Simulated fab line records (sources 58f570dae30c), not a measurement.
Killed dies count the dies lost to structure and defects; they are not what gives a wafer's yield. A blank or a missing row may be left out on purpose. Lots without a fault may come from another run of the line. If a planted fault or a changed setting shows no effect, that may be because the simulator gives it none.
One fault seen from 2 desks | flow berkeley cmos170 | each desk holds nothing but its own numbers, with what lay behind them at the end

METROLOGY DESK
Lot by lot, what the gauges showed, no matter which tool ran the lot: averages of those sampled wafers that carry a number. The brackets show how far a lot's mean lies from the usual mean; more than 4 standard deviations puts the lot out of limits, marked OUT.
Columns: A = SCREENOX_OXIDE_THK at UCB170_SCREENOX_THK_MEAS_02, usual 14.38 nm; B = cd nm at UCB170_CONTACT_CD_MEAS_90, usual 700.0 nm; C = cd nm at UCB170_M3_CD_MEAS_90, usual 701 nm
lot  | first seen here | A     | B     | C
L441 | day 5 03:30     | 14.66 | 699.8 | 700
L442 | day 5 03:31     | 14.56 | 703.8 | 698
L443 | day 5 03:32     | 14.66 | 700.4 | 700
L444 | day 5 14:17     | 14.77 | 698.4 | 699
L445 | day 5 14:18     | 14.44 | 700.0 | 700
L446 | day 6 04:28     | 13.86 | 699.6 | 696
L447 | day 6 13:51     | 14.37 | 699.5 | 698
L448 | day 6 21:33     | 14.14 | 700.1 | 700
L450 | day 7 04:05     | 14.53 | 700.4 | 702
L458 | day 9 12:11     | 14.34 | 700.6 | 701
L459 | day 9 12:11     | 14.09 | 701.7 | 696
L461 | day 9 22:01     | 13.94 | 700.9 | 699
L464 | day 10 08:01    | 14.47 | 697.8 | 698
Finding of this desk: none of the 13 lots has anything out of limits.

TOOL OWNER'S DESK, rie diel-02
The tool's own readings at UCB170_SPACER_ETCHBACK_03 (etches SiO2 in CHF3/CF4/Ar, stops on Si, target depth 376 nm, time 100 s): means of the sampled wafers that have a number, for each lot that ran on this tool. The brackets show how far a lot's mean lies from the usual mean; more than 4 standard deviations puts the lot out of limits, marked OUT.
Columns: A = drypump motor current A at UCB170_SPACER_ETCHBACK_03, usual 5.8 A; B = oes product au at UCB170_SPACER_ETCHBACK_03, usual 0.905 a.u.; C = rf fwd power W at UCB170_SPACER_ETCHBACK_03, usual 497.2 W; D = throttle valve pct at UCB170_SPACER_ETCHBACK_03, usual 6.49 %
lot  | first seen here | A   | B     | C               | D
L443 | day 6 10:50     | 5.7 | 0.924 | 496.8           | 6.57
L447 | day 7 16:43     | 5.7 | 0.923 | 496.1           | 6.57
L450 | day 8 13:44     | 5.7 | 0.912 | 468.3 (-16) OUT | 6.47
This desk's verdict: out of limits on L450, starting with L450 at day 8 13:44 (rf fwd power W at UCB170_SPACER_ETCHBACK_03). In limits: L443, L447.

ALL TOGETHER
On L450, at day 8 13:44, an alarm was possible from the tool owner's desk.
The metrology desk saw nothing out of limits.
The metrology desk has L450 on record, within its limits.
UCB170_SPACER_ETCHBACK_03 was run on rie diel-02 by each of the lots named.

WHAT HAD BEEN PUT IN BY THE SIMULATOR
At UCB170_SPACER_ETCHBACK_03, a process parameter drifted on rie diel-02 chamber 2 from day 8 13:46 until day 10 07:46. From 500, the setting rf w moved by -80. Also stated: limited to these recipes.
Lots struck among those shown: L450.
